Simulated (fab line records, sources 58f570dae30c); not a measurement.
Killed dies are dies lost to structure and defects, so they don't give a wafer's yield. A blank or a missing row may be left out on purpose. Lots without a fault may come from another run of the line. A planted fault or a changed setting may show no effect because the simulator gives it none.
A sampling plan put to the test | flow berkeley_cmos170 | one fab line, 28 faults that these records tell of, each judged on the records of the lots that it struck
The plan is the line's own looks: the steps of the route at which a gauge or an inspection reads the wafer and doesn't change it. A look can be judged if struck wafers have a number there and the file gives its usual mean and standard deviation on fault-free wafers. Caught: at a look after the fault's first step, the mean of the struck wafers lies 4 or more of those standard deviations (sigma) from the usual mean. On the tool: the same test on the tool's own readings at the fault's steps. Another recipe on the struck wafers, or a record that is blank for them alone, also counts as caught.

THE FAULTS, as the simulator had put them in
1. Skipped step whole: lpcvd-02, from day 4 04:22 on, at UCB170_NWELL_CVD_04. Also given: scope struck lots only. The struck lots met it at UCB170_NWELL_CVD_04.
2. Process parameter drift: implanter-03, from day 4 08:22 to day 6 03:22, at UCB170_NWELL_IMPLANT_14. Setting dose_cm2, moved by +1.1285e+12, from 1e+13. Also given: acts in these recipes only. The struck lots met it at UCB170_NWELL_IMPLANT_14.
3. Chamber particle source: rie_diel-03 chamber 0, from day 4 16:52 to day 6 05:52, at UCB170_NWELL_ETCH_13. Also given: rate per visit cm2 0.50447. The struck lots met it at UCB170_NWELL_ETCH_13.
4. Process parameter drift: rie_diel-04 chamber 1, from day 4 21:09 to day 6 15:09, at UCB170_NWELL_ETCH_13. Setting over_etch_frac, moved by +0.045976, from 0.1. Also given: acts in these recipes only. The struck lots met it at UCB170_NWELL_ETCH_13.
5. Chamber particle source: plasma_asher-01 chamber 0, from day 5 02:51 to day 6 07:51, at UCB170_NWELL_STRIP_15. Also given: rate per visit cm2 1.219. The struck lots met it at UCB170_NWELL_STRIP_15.
6. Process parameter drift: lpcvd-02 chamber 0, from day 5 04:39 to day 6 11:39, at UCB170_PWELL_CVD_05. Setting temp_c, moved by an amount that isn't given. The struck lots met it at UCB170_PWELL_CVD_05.
7. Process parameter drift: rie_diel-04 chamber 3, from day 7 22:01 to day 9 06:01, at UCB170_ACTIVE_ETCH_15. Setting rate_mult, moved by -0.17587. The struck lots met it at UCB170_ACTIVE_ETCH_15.
8. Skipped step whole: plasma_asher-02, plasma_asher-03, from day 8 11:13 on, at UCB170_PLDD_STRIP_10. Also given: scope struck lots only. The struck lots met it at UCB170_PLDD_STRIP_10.
9. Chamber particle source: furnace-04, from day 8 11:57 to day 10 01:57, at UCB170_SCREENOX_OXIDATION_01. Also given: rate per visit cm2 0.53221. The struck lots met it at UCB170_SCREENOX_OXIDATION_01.
10. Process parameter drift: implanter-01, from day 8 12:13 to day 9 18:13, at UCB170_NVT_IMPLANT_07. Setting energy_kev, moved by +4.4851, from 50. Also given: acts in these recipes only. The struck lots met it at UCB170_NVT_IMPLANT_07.
11. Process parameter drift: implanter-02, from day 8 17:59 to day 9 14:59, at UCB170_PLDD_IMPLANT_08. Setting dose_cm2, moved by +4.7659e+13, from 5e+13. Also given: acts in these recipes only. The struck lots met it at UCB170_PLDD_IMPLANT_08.
12. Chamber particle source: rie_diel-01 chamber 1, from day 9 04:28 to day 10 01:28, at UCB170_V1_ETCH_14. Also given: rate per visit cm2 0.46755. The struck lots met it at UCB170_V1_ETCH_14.
13. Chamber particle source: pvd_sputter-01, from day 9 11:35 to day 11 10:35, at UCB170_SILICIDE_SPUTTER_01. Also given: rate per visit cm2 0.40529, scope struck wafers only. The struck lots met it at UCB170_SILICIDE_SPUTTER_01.
14. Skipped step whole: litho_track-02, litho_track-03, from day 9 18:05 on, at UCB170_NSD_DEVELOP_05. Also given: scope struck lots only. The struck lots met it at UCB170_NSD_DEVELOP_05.
15. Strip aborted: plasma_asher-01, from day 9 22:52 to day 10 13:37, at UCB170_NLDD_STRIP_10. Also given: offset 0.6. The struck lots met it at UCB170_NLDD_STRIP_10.
16. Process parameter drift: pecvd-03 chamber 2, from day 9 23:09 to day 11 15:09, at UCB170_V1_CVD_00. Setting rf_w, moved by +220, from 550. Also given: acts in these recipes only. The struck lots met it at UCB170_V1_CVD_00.
17. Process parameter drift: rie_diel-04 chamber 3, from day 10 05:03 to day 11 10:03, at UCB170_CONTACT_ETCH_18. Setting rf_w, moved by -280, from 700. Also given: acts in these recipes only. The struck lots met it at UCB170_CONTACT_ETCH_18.
18. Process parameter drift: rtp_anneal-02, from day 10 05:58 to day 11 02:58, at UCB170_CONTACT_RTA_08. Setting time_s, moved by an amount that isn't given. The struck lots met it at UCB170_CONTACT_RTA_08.
19. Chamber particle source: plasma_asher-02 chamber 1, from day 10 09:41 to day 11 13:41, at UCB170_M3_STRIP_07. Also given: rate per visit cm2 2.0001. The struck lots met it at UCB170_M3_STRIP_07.
20. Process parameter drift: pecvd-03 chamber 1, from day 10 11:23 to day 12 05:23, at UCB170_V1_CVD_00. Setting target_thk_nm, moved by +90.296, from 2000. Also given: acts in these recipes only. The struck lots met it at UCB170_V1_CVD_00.
21. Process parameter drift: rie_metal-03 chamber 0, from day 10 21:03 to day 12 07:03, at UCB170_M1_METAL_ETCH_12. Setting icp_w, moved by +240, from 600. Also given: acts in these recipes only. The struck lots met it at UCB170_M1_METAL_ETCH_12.
22. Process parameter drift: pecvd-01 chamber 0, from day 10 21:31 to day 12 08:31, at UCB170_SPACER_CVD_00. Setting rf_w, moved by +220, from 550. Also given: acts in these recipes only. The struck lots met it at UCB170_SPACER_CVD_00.
23. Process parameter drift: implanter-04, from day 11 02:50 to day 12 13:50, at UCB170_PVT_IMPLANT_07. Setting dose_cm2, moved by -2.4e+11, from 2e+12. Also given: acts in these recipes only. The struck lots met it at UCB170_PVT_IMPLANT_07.
24. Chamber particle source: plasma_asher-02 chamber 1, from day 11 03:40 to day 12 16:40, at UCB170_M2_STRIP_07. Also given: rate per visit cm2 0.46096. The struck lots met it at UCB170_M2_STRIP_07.
25. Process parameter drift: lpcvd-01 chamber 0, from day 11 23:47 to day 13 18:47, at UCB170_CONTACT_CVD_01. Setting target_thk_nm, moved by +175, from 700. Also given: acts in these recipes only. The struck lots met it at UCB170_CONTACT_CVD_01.
26. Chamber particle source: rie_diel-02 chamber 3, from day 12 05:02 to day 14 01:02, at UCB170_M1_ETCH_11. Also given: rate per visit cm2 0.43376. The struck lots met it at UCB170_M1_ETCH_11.
27. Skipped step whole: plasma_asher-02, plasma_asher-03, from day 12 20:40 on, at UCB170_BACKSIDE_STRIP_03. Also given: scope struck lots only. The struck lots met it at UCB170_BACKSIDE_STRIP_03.
28. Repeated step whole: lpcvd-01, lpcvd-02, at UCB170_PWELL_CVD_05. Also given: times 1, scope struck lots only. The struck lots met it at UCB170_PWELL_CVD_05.

WHAT THE PLAN SAW
fault | on the tool itself                               | first look that catches it                      | reading, sigma                                        | median hours from its first step to that look | hours from the fault's start to the first struck lot there | judged looks passed uncaught
1     | the tool's record is blank for the struck wafers | no look after it can be judged                  | -                                                     | -                                             | -                                                          | 0
2     | dose_ions_cm2 +99 or beyond sigma                | UCB170_NWELL_TW_MEAS_16                         | NWELL_TW +7.0                                         | 0.2                                           | 3                                                          | 0
3     | under 2 sigma                                    | none of the 5 looks that can be judged after it | -                                                     | -                                             | -                                                          | 5
4     | under 2 sigma                                    | no look after it can be judged                  | -                                                     | -                                             | -                                                          | 0
5     | under 2 sigma                                    | none of the 2 looks that can be judged after it | -                                                     | -                                             | -                                                          | 2
6     | susceptor_temp_C -23 sigma                       | UCB170_PWELL_THK_MEAS_06                        | PWELL_NITRIDE_THK -13                                 | 2.4                                           | 13                                                         | 0
7     | only faintly: oes_product_au -2.6 sigma          | no look after it can be judged                  | -                                                     | -                                             | -                                                          | 0
8     | the tool's record is blank for the struck wafers | UCB170_NLDD_TW_MEAS_11                          | NLDD_TW -99 or beyond                                 | 2.8                                           | 3                                                          | 0
9     | under 2 sigma                                    | none of the 2 looks that can be judged after it | -                                                     | -                                             | -                                                          | 2
10    | beam_energy_keV +99 or beyond sigma              | none of the 2 looks that can be judged after it | strongest: NVT_TW at UCB170_NVT_TW_MEAS_09, +3.9      | -                                             | -                                                          | 2
11    | dose_ions_cm2 +99 or beyond sigma                | UCB170_PLDD_TW_MEAS_11                          | PLDD_TW +13                                           | 0.4                                           | 7                                                          | 0
12    | under 2 sigma                                    | none of the 9 looks that can be judged after it | -                                                     | -                                             | -                                                          | 9
13    | under 2 sigma                                    | none of the 2 looks that can be judged after it | -                                                     | -                                             | -                                                          | 2
14    | no reading that can be judged                    | no look after it can be judged                  | -                                                     | -                                             | -                                                          | 0
15    | oes_product_au +53 sigma                         | UCB170_PSD_TW_MEAS_10                           | PSD_TW -88                                            | 6.4                                           | 21                                                         | 1
16    | rf_fwd_power_W +99 or beyond sigma               | UCB170_V1_THK_MEAS_01                           | V1_TEOS_THK +6.5                                      | 0.2                                           | 14                                                         | 0
17    | rf_fwd_power_W -99 or beyond sigma               | no look after it can be judged                  | -                                                     | -                                             | -                                                          | 0
18    | under 2 sigma                                    | none of the 8 looks that can be judged after it | -                                                     | -                                             | -                                                          | 8
19    | under 2 sigma                                    | not the one look that can be judged after it    | -                                                     | -                                             | -                                                          | 1
20    | under 2 sigma                                    | not the one look that can be judged after it    | strongest: V1_TEOS_THK at UCB170_V1_THK_MEAS_01, +2.5 | -                                             | -                                                          | 1
21    | rf_fwd_power_W +99 or beyond sigma               | UCB170_M1_CD_MEAS_90                            | cd_nm -5.6                                            | 0.3                                           | 10                                                         | 0
22    | rf_fwd_power_W +94 sigma                         | UCB170_SPACER_THK_MEAS_01                       | SPACER_TEOS_THK +6.3                                  | 0.1                                           | 8                                                          | 0
23    | dose_ions_cm2 -99 or beyond sigma                | none of the 2 looks that can be judged after it | strongest: PVT_TW at UCB170_PVT_TW_MEAS_09, -3.7      | -                                             | -                                                          | 2
24    | under 2 sigma                                    | not the one look that can be judged after it    | -                                                     | -                                             | -                                                          | 1
25    | under 2 sigma                                    | UCB170_CONTACT_THK_MEAS_02                      | CONTACT_PSG_THK +31                                   | 1.8                                           | 24                                                         | 0
26    | under 2 sigma                                    | none of the 2 looks that can be judged after it | -                                                     | -                                             | -                                                          | 2
27    | the tool's record is blank for the struck wafers | no look after it can be judged                  | -                                                     | -                                             | -                                                          | 0
28    | under 2 sigma                                    | UCB170_PWELL_THK_MEAS_06                        | PWELL_NITRIDE_THK +97                                 | 4.1                                           | -                                                          | 0
A dash: the fault isn't caught, or these records don't give the number.

Caught at a look: 10 of 28. Caught on the tool: 13 of 28. By one or the other: 15 of 28.
Caught on the tool alone: faults 1, 10, 17, 23, 27.
Caught at a look alone: faults 25, 28.
Caught by neither: faults 3, 4, 5, 7, 9, 12, 13, 14, 18, 19, 20, 24, 26.

THINNER SAMPLING
If the look that catches a fault measured only every second or every third lot, by lot number, the first struck lot would be measured this late in the worst case:
fault | struck lots at that look, in order of time | every lot | every second lot | every third lot
2     | L864, L870                                 | 3 h       | may miss all 2   | may miss all 2
6     | L397, L399                                 | 13 h      | may miss all 2   | may miss all 2
8     | L940, L939                                 | 3 h       | 4 h              | may miss all 2
11    | L617, L621                                 | 7 h       | may miss all 2   | may miss all 2
15    | L266                                       | 21 h      | may miss it      | may miss it
16    | L182                                       | 14 h      | may miss it      | may miss it
21    | L531, L534                                 | 10 h      | 26 h             | may miss all 2
22    | L842, L846, L843                           | 8 h       | 28 h             | may miss all 3
25    | L471, L472                                 | 24 h      | 29 h             | may miss all 2
Hours are from the fault's start to the first struck lot that is measured. The limit of 4 sigma was tested on all struck wafers together, so one lot alone may lie under it. Other struck lots may not be in these records.

THE LONGEST TIMED WAY FROM STEP TO LOOK
Fault 15: a median of 6.4 hours passes between UCB170_NLDD_STRIP_10 and UCB170_PSD_TW_MEAS_10. The look between them that can be judged stayed within 4 sigma: UCB170_PSD_OVL_MEAS_07.
